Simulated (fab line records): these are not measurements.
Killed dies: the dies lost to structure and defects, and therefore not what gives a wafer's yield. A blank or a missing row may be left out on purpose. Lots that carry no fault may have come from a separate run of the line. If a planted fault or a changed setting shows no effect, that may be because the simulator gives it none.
Struck lot and sound lot, side by side	flow berkeley cmos170	15 out of 331 route steps
Sound: these wafers, L218.1, L218.3, L218.5. The struck wafers were L225.3, L225.4, L225.5. At the end, the cause is stated.
Order at every step that has rows: each side's tool, ch and its chambers, its first start. Under that, the readings that differ: sound wafers	struck wafers	difference of the means	sigmas: that difference in standard deviations of wafers without a fault.
alike: readings whose means differ by less than 2 such deviations, and words and numbers that are the same on both sides. not compared: withheld readings, readings that some wafer has no value for, bounds like >300 that may hide the same value, and numbers for which the record gives no deviation and whose values overlap.
Wherever a step has rows on one side only, a row that says differs or no value, or a row with sigmas, the two part there. Numbers that have no deviation but don't overlap get no sigmas and don't part them. A reading that every wafer of one side lacks parts them only if that side has two wafers or more.

first, 1 step without rows for these wafers: UCB170_M3_SOFTBAKE_06 (time 60 s).
UCB170_M3_STRIP_07: strips in O2.
  sound on plasma asher-02 ch 0,1, day 9 14:42; struck on plasma asher-02 ch 0,1, day 11 04:19
  alike: drypump motor current A, oes product au, strip time to endpoint s
  not compared: rf hours counter h
then, 7 steps without rows for these wafers: UCB170_M3_STRIP_08 (strips KrF in DMSO, time 600 s); UCB170_M3_COAT_09; UCB170_M3_COAT_10 (resist thk 900 nm); UCB170_M3_SOFTBAKE_11 (time 60 s); UCB170_M3_EXPOSE_12 (exposes mask METAL3, target cd 700 nm); UCB170_M3_PEB_13; UCB170_M3_DEVELOP_14 (develop time 45 s).
UCB170_M3_CD_MEAS_15: the cd target is 700 nm.
  struck on cd sem-02, day 11 05:51; sound on cd sem-01, day 9 16:05
  alike: cd nm
UCB170_M3_OVL_MEAS_16:
  struck on overlay-01, day 11 05:56; sound on overlay-02, day 9 16:13
  alike: M3_OVL
UCB170_M3_ETCH_17: etches BARC in N2/H2.
  sound on rie diel-01 ch 0,1, day 9 16:15; struck on rie diel-04 ch 0,1,3, day 11 05:58
reading	sound	struck	difference	sigmas
bias w (W)	99.3 99.5 99.7	100.5 100.0 100.3	+0.8	+3
  alike: drypump motor current A, oes product au, throttle valve pct
UCB170_M3_METAL_ETCH_18: etches Al in Cl2/BCl3, stops on SiO2, target depth 1170 nm, time 195 s.
  sound on rie metal-03 ch 0,1, day 9 16:17; struck on rie metal-03 ch 0,1, day 11 06:04
reading	sound	struck	difference	sigmas
bias w (W)	120.2 120.0 119.6	123.3 123.5 123.2	+3.4	+10
  alike: drypump motor current A, oes product au, throttle valve pct
  not compared: rf hours counter h
UCB170_M3_STRIP_19: strips in O2.
  sound on plasma asher-01 ch 0,1, day 9 16:29; struck on plasma asher-01 ch 0,1, day 11 06:14
  alike: drypump motor current A, oes product au
  not compared: rf hours counter h
UCB170_M3_PROBE_99:
  only the struck wafers here have rows in the record (prober-01, day 11 06:38); the sound ones have none

## WHERE THEY PART
At UCB170_M3_ETCH_17 first; at UCB170_M3_PROBE_99 last (within this record only).

WHY: the cause the simulator had injected
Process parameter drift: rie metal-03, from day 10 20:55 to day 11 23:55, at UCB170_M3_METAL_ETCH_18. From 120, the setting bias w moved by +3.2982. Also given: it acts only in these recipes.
